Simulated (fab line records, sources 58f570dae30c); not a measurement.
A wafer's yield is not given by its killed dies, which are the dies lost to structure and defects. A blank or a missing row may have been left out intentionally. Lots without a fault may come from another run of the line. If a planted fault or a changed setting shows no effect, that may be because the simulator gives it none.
2 desks looking at one fault + flow berkeley-cmos170 + each desk holds nothing but its own numbers, with what lay behind them at the end

## THE METROLOGY DESK
What the gauges read for every lot (on any tool): the sampled wafers with a number, averaged. The brackets show how far a lot's mean lies from the usual mean; more than 4 standard deviations puts the lot out of limits, marked OUT.
Columns: A = M1_AL_RS at UCB170_M1_RS_MEAS_01, usual 0.0484 ohm/sq; B = M1_AL_THK at UCB170_M1_THK_MEAS_02, usual 601 nm; C = cd-nm at UCB170_M1_CD_MEAS_09, usual 700.2 nm; D = M1_OVL at UCB170_M1_OVL_MEAS_10, usual 2 nm
| lot  | first seen here | A      | B   | C     | D  |
|------|-----------------|--------|-----|-------|----|
| L941 | day 9 02:16     | 0.0483 | 603 | 700.6 | -4 |
| L945 | day 10 02:28    | 0.0491 | 600 | 701.7 | -1 |
| L952 | day 11 09:14    | 0.0484 | 602 | 700.2 | 8  |
| L954 | day 11 21:38    | 0.0487 | 591 | 699.5 | 2  |
| L962 | day 12 21:07    | 0.0480 | 603 | 697.9 | 4  |
| L964 | day 13 06:10    | 0.0489 | 601 | 702.2 | 4  |
Finding of this desk: none of the 6 lots has anything out of limits.

## DESK OF THE TOOL OWNER: rie-metal-01
The tool's own readings at UCB170_M1_METAL_ETCH_12 (etches Al in Cl2/BCl3, stops on PSG, target depth 780 nm, time 130 s): means of the sampled wafers that have a number, for each lot that ran on this tool. The brackets show how far a lot's mean lies from the usual mean; more than 4 standard deviations puts the lot out of limits, marked OUT.
Columns: A = bias-w at UCB170_M1_METAL_ETCH_12, usual 120.0 W; B = drypump-motor-current-A at UCB170_M1_METAL_ETCH_12, usual 5.7 A; C = oes-product-au at UCB170_M1_METAL_ETCH_12, usual 0.844 a.u.; D = throttle-valve-pct at UCB170_M1_METAL_ETCH_12, usual 24.59 %
| lot  | first seen here | A               | B   | C     | D     |
|------|-----------------|-----------------|-----|-------|-------|
| L941 | day 9 03:50     | 119.9           | 5.7 | 0.837 | 24.97 |
| L952 | day 11 12:49    | 134.1 (+39) OUT | 6.0 | 0.848 | 24.56 |
| L954 | day 11 23:34    | 148.1 (+78) OUT | 5.9 | 0.839 | 24.77 |
This desk finds L952, L954 out of limits, L952 being first, at day 11 12:49 (bias-w at UCB170_M1_METAL_ETCH_12). L941: within limits.

## ALL TOGETHER
The tool owner's desk had the chance to raise an alarm at day 11 12:49 on L952, L954.
Metrology desk: nothing out of limits seen.
The metrology desk has L952, L954 on record, within its limits.
All the named lots went through UCB170_M1_METAL_ETCH_12 on rie-metal-01.

## WHAT WAS PUT IN BY THE SIMULATOR
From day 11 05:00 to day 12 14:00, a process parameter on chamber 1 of rie-metal-01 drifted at UCB170_M1_METAL_ETCH_12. A move of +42 in setting bias-w, from 120. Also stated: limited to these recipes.
Shown lots that were struck: L952, L954.
Delay in hours, fault start to first out-of-limits reading, by desk: the tool owner's desk at 8.
